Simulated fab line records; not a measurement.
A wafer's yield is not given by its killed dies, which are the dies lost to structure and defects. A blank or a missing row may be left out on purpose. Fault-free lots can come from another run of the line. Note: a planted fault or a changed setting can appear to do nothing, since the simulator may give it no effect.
The tool behind it: which one? / flow ritCmos / 15 lots with 45 wafers sampled at 5 steps, on a route of 202 steps

## WHAT EACH GAUGE READ, for each wafer
RIT_NLDD_TW_MEAS_10. Usual: NLDD_TW typically reads 2488, with standard deviation 24.
lot=L382; measured=day 3 12:10; on=filmMetro-01; NLDD_TW=2521 2504 2523; flag=
lot=L384; measured=day 4 03:32; on=filmMetro-02; NLDD_TW=2458 2451 2451; flag=
lot=L386; measured=day 4 18:31; on=filmMetro-02; NLDD_TW=2457 2459 2462; flag=
lot=L387; measured=day 5 03:46; on=filmMetro-04; NLDD_TW=2479 2485 2470; flag=
lot=L388; measured=day 5 07:33; on=filmMetro-01; NLDD_TW=2530 2535 2544; flag=
lot=L389; measured=day 5 15:41; on=filmMetro-02; NLDD_TW=2466 2447 2473; flag=
lot=L390; measured=day 6 01:56; on=filmMetro-02; NLDD_TW=2468 2468 2455; flag=
lot=L391; measured=day 6 02:23; on=filmMetro-02; NLDD_TW=2487 2472 2471; flag=
lot=L394; measured=day 6 10:28; on=filmMetro-02; NLDD_TW=2455 2474 2480; flag=
lot=L395; measured=day 6 19:12; on=filmMetro-01; NLDD_TW=2510 2506 2534; flag=
lot=L397; measured=day 6 19:21; on=filmMetro-04; NLDD_TW=2492 2497 2484; flag=
lot=L396; measured=day 6 19:50; on=filmMetro-04; NLDD_TW=2490 2497 2486; flag=
lot=L398; measured=day 7 08:31; on=filmMetro-01; NLDD_TW=2523 2505 2515; flag=
lot=L400; measured=day 7 09:43; on=filmMetro-04; NLDD_TW=2487 2492 2486; flag=
lot=L402; measured=day 7 23:10; on=filmMetro-01; NLDD_TW=2528 2519 2522; flag=

RIT_PLDD_OVL_MEAS_06. Usual: PLDD_OVL typically reads 0.2 nm, with standard deviation 1.4.
lot=L382; measured=day 3 13:12; on=overlay-02; PLDD_OVL (nm)=-0.2 1.2 1.2; flag=
lot=L384; measured=day 4 04:26; on=overlay-01; PLDD_OVL (nm)=-1.3 -2.0 0.5; flag=
lot=L386; measured=day 4 19:25; on=overlay-02; PLDD_OVL (nm)=-0.5 1.0 -0.4; flag=
lot=L387; measured=day 5 04:48; on=overlay-01; PLDD_OVL (nm)=1.4 1.2 2.3; flag=
lot=L388; measured=day 5 08:28; on=overlay-02; PLDD_OVL (nm)=-1.4 2.3 2.5; flag=
lot=L389; measured=day 5 16:49; on=overlay-01; PLDD_OVL (nm)=1.8 1.6 0.7; flag=
lot=L390; measured=day 6 02:51; on=overlay-01; PLDD_OVL (nm)=0.6 2.1 -0.2; flag=
lot=L391; measured=day 6 03:35; on=overlay-02; PLDD_OVL (nm)=-0.3 -0.1 0.7; flag=
lot=L394; measured=day 6 11:22; on=overlay-02; PLDD_OVL (nm)=-0.8 -0.3 0.5; flag=
lot=L395; measured=day 6 20:40; on=overlay-02; PLDD_OVL (nm)=1.2 1.7 1.5; flag=
lot=L397; measured=day 6 20:47; on=overlay-01; PLDD_OVL (nm)=-0.3 2.6 -0.2; flag=
lot=L396; measured=day 6 21:13; on=overlay-02; PLDD_OVL (nm)=-1.5 -1.5 -0.7; flag=
lot=L398; measured=day 7 09:33; on=overlay-02; PLDD_OVL (nm)=-2.3 -2.1 0.5; flag=
lot=L400; measured=day 7 10:45; on=overlay-02; PLDD_OVL (nm)=0.2 0.1 -1.0; flag=
lot=L402; measured=day 8 00:11; on=overlay-02; PLDD_OVL (nm)=-0.4 -1.2 -1.0; flag=

RIT_CONTACT_CD_MEAS_08: the cd target is 1000 nm. Usual: cdNm at 1000.0 nm, with a standard deviation of 2.7.
lot=L382; measured=day 3 22:37; on=cdSem-01; cdNm (nm)=993.0 994.1 997.2; flag=
lot=L384; measured=day 4 13:08; on=cdSem-02; cdNm (nm)=1002.2 1000.8 1001.6; flag=
lot=L386; measured=day 5 04:28; on=cdSem-02; cdNm (nm)=1002.9 1003.8 1003.7; flag=
lot=L387; measured=day 5 13:22; on=cdSem-02; cdNm (nm)=999.3 997.8 1000.9; flag=
lot=L388; measured=day 5 17:31; on=cdSem-02; cdNm (nm)=1002.5 1002.4 1003.6; flag=
lot=L389; measured=day 6 02:01; on=cdSem-02; cdNm (nm)=999.6 1001.5 999.0; flag=
lot=L390; measured=day 6 12:08; on=cdSem-02; cdNm (nm)=1000.5 1000.7 999.6; flag=
lot=L391; measured=day 6 16:19; on=cdSem-01; cdNm (nm)=1000.3 1000.2 1000.6; flag=
lot=L394; measured=day 6 22:25; on=cdSem-01; cdNm (nm)=994.0 994.9 995.4; flag=
lot=L395; measured=day 7 05:21; on=cdSem-02; cdNm (nm)=984.4 981.9 985.0; flag=OFF
lot=L397; measured=day 7 07:07; on=cdSem-02; cdNm (nm)=986.4 984.8 987.4; flag=OFF
lot=L396; measured=day 7 07:16; on=cdSem-01; cdNm (nm)=998.3 1001.6 998.9; flag=
lot=L398; measured=day 7 18:51; on=cdSem-02; cdNm (nm)=992.9 990.7 989.5; flag=OFF
lot=L400; measured=day 7 20:10; on=cdSem-02; cdNm (nm)=999.7 1001.2 999.5; flag=
lot=L402; measured=day 8 09:20; on=cdSem-01; cdNm (nm)=1002.0 1003.8 999.3; flag=

## WHAT TOOL EACH LOT RAN ON (gives the tool, then ch and the chambers of the sampled wafers, and finally the start)
lot=L382; RIT_SDANNEAL_RTA_03=rtpAnneal-02 ch 0, day 3 20:28; RIT_CONTACT_DEVELOP_07=lithoTrack-01 ch 0, day 3 22:00
lot=L384; RIT_SDANNEAL_RTA_03=rtpAnneal-02 ch 0, day 4 10:52; RIT_CONTACT_DEVELOP_07=lithoTrack-03 ch 0, day 4 12:00
lot=L386; RIT_SDANNEAL_RTA_03=rtpAnneal-02 ch 0, day 5 02:10; RIT_CONTACT_DEVELOP_07=lithoTrack-02 ch 0, day 5 04:00
lot=L387; RIT_SDANNEAL_RTA_03=rtpAnneal-01 ch 0, day 5 11:13; RIT_CONTACT_DEVELOP_07=lithoTrack-02 ch 0, day 5 13:00
lot=L388; RIT_SDANNEAL_RTA_03=rtpAnneal-02 ch 0, day 5 14:52; RIT_CONTACT_DEVELOP_07=lithoTrack-01 ch 0, day 5 17:00
lot=L389; RIT_SDANNEAL_RTA_03=rtpAnneal-01 ch 0, day 5 23:49; RIT_CONTACT_DEVELOP_07=lithoTrack-03 ch 0, day 6 01:00
lot=L390; RIT_SDANNEAL_RTA_03=rtpAnneal-02 ch 0, day 6 09:28; RIT_CONTACT_DEVELOP_07=lithoTrack-02 ch 0, day 6 11:00
lot=L391; RIT_SDANNEAL_RTA_03=rtpAnneal-02 ch 0, day 6 13:39; RIT_CONTACT_DEVELOP_07=lithoTrack-03 ch 0, day 6 16:00
lot=L394; RIT_SDANNEAL_RTA_03=rtpAnneal-01 ch 0, day 6 20:08; RIT_CONTACT_DEVELOP_07=lithoTrack-03 ch 0, day 6 22:00
lot=L395; RIT_SDANNEAL_RTA_03=rtpAnneal-01 ch 0, day 7 03:12; RIT_CONTACT_DEVELOP_07=lithoTrack-03 ch 0, day 7 05:00
lot=L397; RIT_SDANNEAL_RTA_03=rtpAnneal-01 ch 0, day 7 04:35; RIT_CONTACT_DEVELOP_07=lithoTrack-03 ch 0, day 7 06:00
lot=L396; RIT_SDANNEAL_RTA_03=rtpAnneal-01 ch 0, day 7 04:40; RIT_CONTACT_DEVELOP_07=lithoTrack-01 ch 0, day 7 07:00
lot=L398; RIT_SDANNEAL_RTA_03=rtpAnneal-02 ch 0, day 7 16:32; RIT_CONTACT_DEVELOP_07=lithoTrack-03 ch 0, day 7 18:00
lot=L400; RIT_SDANNEAL_RTA_03=rtpAnneal-02 ch 0, day 7 18:01; RIT_CONTACT_DEVELOP_07=lithoTrack-02 ch 0, day 7 19:00
lot=L402; RIT_SDANNEAL_RTA_03=rtpAnneal-01 ch 0, day 8 07:10; RIT_CONTACT_DEVELOP_07=lithoTrack-01 ch 0, day 8 09:00
- RIT_SDANNEAL_RTA_03: time 5 s.
- RIT_CONTACT_DEVELOP_07: develop time 120 s.

## WHAT THE TOOLS THEMSELVES READ (means of the sampled wafers that have a number; where no wafer has one, the mark that the record gives instead)
RIT_SDANNEAL_RTA_03. Usual: wafer_temp_C_max at 1053.5, with a standard deviation of 1.
lot=L382 tool=rtpAnneal-02 wafer_temp_C_max=1053.3 flag=
lot=L384 tool=rtpAnneal-02 wafer_temp_C_max=1053.3 flag=
lot=L386 tool=rtpAnneal-02 wafer_temp_C_max=1054.2 flag=
lot=L387 tool=rtpAnneal-01 wafer_temp_C_max=1054.1 flag=
lot=L388 tool=rtpAnneal-02 wafer_temp_C_max=1053.3 flag=
lot=L389 tool=rtpAnneal-01 wafer_temp_C_max=1054.5 flag=
lot=L390 tool=rtpAnneal-02 wafer_temp_C_max=1053.0 flag=
lot=L391 tool=rtpAnneal-02 wafer_temp_C_max=1053.7 flag=
lot=L394 tool=rtpAnneal-01 wafer_temp_C_max=1054.2 flag=
lot=L395 tool=rtpAnneal-01 wafer_temp_C_max=1054.0 flag=
lot=L397 tool=rtpAnneal-01 wafer_temp_C_max=1053.5 flag=
lot=L396 tool=rtpAnneal-01 wafer_temp_C_max=1054.1 flag=
lot=L398 tool=rtpAnneal-02 wafer_temp_C_max=1053.3 flag=
lot=L400 tool=rtpAnneal-02 wafer_temp_C_max=1053.1 flag=
lot=L402 tool=rtpAnneal-01 wafer_temp_C_max=1053.5 flag=

RIT_CONTACT_DEVELOP_07. Usual: developerTempC at 23.01 C, with a standard deviation of 0.11.
lot=L382; tool=lithoTrack-01; developerTempC (C)=22.93; flag=
lot=L384; tool=lithoTrack-03; developerTempC (C)=23.02; flag=
lot=L386; tool=lithoTrack-02; developerTempC (C)=23.05; flag=
lot=L387; tool=lithoTrack-02; developerTempC (C)=22.95; flag=
lot=L388; tool=lithoTrack-01; developerTempC (C)=22.99; flag=
lot=L389; tool=lithoTrack-03; developerTempC (C)=23.05; flag=
lot=L390; tool=lithoTrack-02; developerTempC (C)=23.05; flag=
lot=L391; tool=lithoTrack-03; developerTempC (C)=22.99; flag=
lot=L394; tool=lithoTrack-03; developerTempC (C)=23.10; flag=
lot=L395; tool=lithoTrack-03; developerTempC (C)=25.40; flag=OFF
lot=L397; tool=lithoTrack-03; developerTempC (C)=25.46; flag=OFF
lot=L396; tool=lithoTrack-01; developerTempC (C)=23.02; flag=
lot=L398; tool=lithoTrack-03; developerTempC (C)=25.31; flag=OFF
lot=L400; tool=lithoTrack-02; developerTempC (C)=22.98; flag=
lot=L402; tool=lithoTrack-01; developerTempC (C)=22.92; flag=

## THE ANSWER, worked out from the rows above alone
Rule: lot off if the mean of its wafers having a number is beyond 3 standard deviations from the usual mean. Also off: a lot with no number at a reading for which 4 or more lots have one. Any other lot the step has rows for is counted as sound. First the gauges in route order, then the tools' own readings, where a lot's mean is used as printed above. The first step at which some lot is off is used, and at that step the reading that is off furthest; a lot without a number counts as furthest.
Off: L395, L397, L398 (RIT_CONTACT_CD_MEAS_08, cdNm).
A tool fits if, at a process step before that reading, it ran every lot that is off, and no sound lot after the first of them. The gauges at RIT_CONTACT_CD_MEAS_08 aren't tried: what is off there is off at RIT_CONTACT_DEVELOP_07 too, on other tools, and a gauge's error can't cause that. One fits: lithoTrack-03 at RIT_CONTACT_DEVELOP_07. A fault onset in the window from L394 (day 6 22:00, its last sound lot) to L395 (day 7 05:00, its first lot off) fits.
On the lots that are off, the tool's own readings at RIT_CONTACT_DEVELOP_07 differ by more than 5 times the standard deviation of the sound lots' means, which bears it out; developerTempC reads 25.39 C there versus 23.00 C on the sound lots.

## WHAT WAS PUT IN BY THE SIMULATOR
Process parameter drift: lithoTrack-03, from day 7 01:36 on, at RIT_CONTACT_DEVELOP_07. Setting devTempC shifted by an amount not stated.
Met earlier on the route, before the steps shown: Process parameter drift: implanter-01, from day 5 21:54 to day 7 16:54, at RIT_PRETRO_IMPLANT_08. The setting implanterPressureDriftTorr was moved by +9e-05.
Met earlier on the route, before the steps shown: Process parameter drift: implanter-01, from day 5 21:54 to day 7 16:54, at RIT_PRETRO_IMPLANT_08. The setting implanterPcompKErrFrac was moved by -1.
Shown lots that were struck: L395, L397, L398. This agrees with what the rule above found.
